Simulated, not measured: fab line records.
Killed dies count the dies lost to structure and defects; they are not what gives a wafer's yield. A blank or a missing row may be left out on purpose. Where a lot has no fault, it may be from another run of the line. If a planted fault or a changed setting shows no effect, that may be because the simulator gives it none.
Tool commonality check ; flow ritCmos ; 39 wafers sampled across 13 lots

== REASON IT WAS OPENED ==
At RIT_GATE_CD_MEAS_16 the reading cdNm is flagged on 1 of 13 lots. No-fault wafers: 150.5 nm, standard deviation 2.5.
Rule: flag the lot when none of its wafers has a number, or when each of its wafers that has one lies beyond 4 standard deviations from that mean. The other lots count as sound.

lot;measured;on;cdNm (nm), wafer by wafer;flag
L348;day 3 00:35;cdSem-02;149.3 149.9 149.6;
L350;day 3 09:44;cdSem-02;154.3 152.5 152.9;
L352;day 4 02:13;cdSem-01;147.4 148.9 147.8;
L353;day 4 05:01;cdSem-01;152.7 155.2 154.4;
L354;day 4 05:16;cdSem-01;151.0 149.3 151.0;
L355;day 4 14:10;cdSem-02;148.6 149.9 148.3;
L358;day 5 03:27;cdSem-01;193.9 193.7 195.7;FLAGGED
L362;day 5 22:04;cdSem-01;152.4 148.9 151.8;
L365;day 6 14:19;cdSem-01;152.2 153.8 153.4;
L366;day 6 18:14;cdSem-01;149.4 152.0 148.6;
L367;day 7 09:44;cdSem-01;150.1 150.7 150.9;
L369;day 7 09:57;cdSem-02;149.1 151.0 152.0;
L368;day 7 10:16;cdSem-01;148.7 146.4 147.9;
Average over the flagged lots: 194.4 nm; offset from the usual +43.9 nm, equal to +18 standard deviations.

== WHICH TOOL EACH LOT WENT THROUGH ==
The record keeps 1 process step preceding the reading, out of 202 steps on the route. Read each cell as the tool, then ch plus the chambers that the sampled wafers visited, then the start.
lot;flag;RIT_GATE_EXPOSE_13
L348;;ilineStepper-02 ch 0, day 3 00:11
L350;;ilineStepper-01 ch 0, day 3 09:20
L352;;ilineStepper-01 ch 0, day 4 01:49
L353;;ilineStepper-02 ch 0, day 4 04:31
L354;;ilineStepper-02 ch 0, day 4 04:52
L355;;ilineStepper-02 ch 0, day 4 13:46
L358;FLAGGED;ilineStepper-01 ch 0, day 5 03:03
L362;;ilineStepper-01 ch 0, day 5 21:40
L365;;ilineStepper-02 ch 0, day 6 13:55
L366;;ilineStepper-01 ch 0, day 6 17:50
L367;;ilineStepper-01 ch 0, day 7 09:20
L369;;ilineStepper-01 ch 0, day 7 09:27
L368;;ilineStepper-02 ch 0, day 7 09:49
What the steps here do:
- RIT_GATE_EXPOSE_13: exposes mask M6, target cd 150 nm.
- RIT_GATE_CD_MEAS_16: target cd 150 nm.

== FLAGGED AGAINST TOTAL, ONE TOOL AT A TIME (gauges that did the reading follow at the end) ==
step;tool;lots run;flagged;share of the flagged lots;sound lots run after its first flagged lot
RIT_GATE_EXPOSE_13;ilineStepper-01;7;1;all;4 (L362,L366,L367,L369)
RIT_GATE_EXPOSE_13;ilineStepper-02;6;0;none;-
RIT_GATE_CD_MEAS_16;cdSem-01;9;1;all;5 (L362,L365,L366,L367,L368)
RIT_GATE_CD_MEAS_16;cdSem-02;4;0;none;-

== THE TABLE: WHAT IT ALLOWS ==
Every flagged lot went through 2 rows of the table: ilineStepper-01 at RIT_GATE_EXPOSE_13 and cdSem-01 at RIT_GATE_CD_MEAS_16.
- ilineStepper-01 at RIT_GATE_EXPOSE_13: 1 of its 7 lots flagged. Sound lots ran on it after the first flagged one (L362, L366, L367, L369), which a lasting fault on the whole tool wouldn't allow.
- cdSem-01 at RIT_GATE_CD_MEAS_16: 1 of its 9 lots flagged. Sound lots ran on it after the first flagged one (L362, L365, L366, L367, L368), which a lasting fault on the whole tool wouldn't allow.
No row of the table ran every flagged lot and no sound lot after the first.

== WHAT WAS PUT IN BY THE SIMULATOR ==
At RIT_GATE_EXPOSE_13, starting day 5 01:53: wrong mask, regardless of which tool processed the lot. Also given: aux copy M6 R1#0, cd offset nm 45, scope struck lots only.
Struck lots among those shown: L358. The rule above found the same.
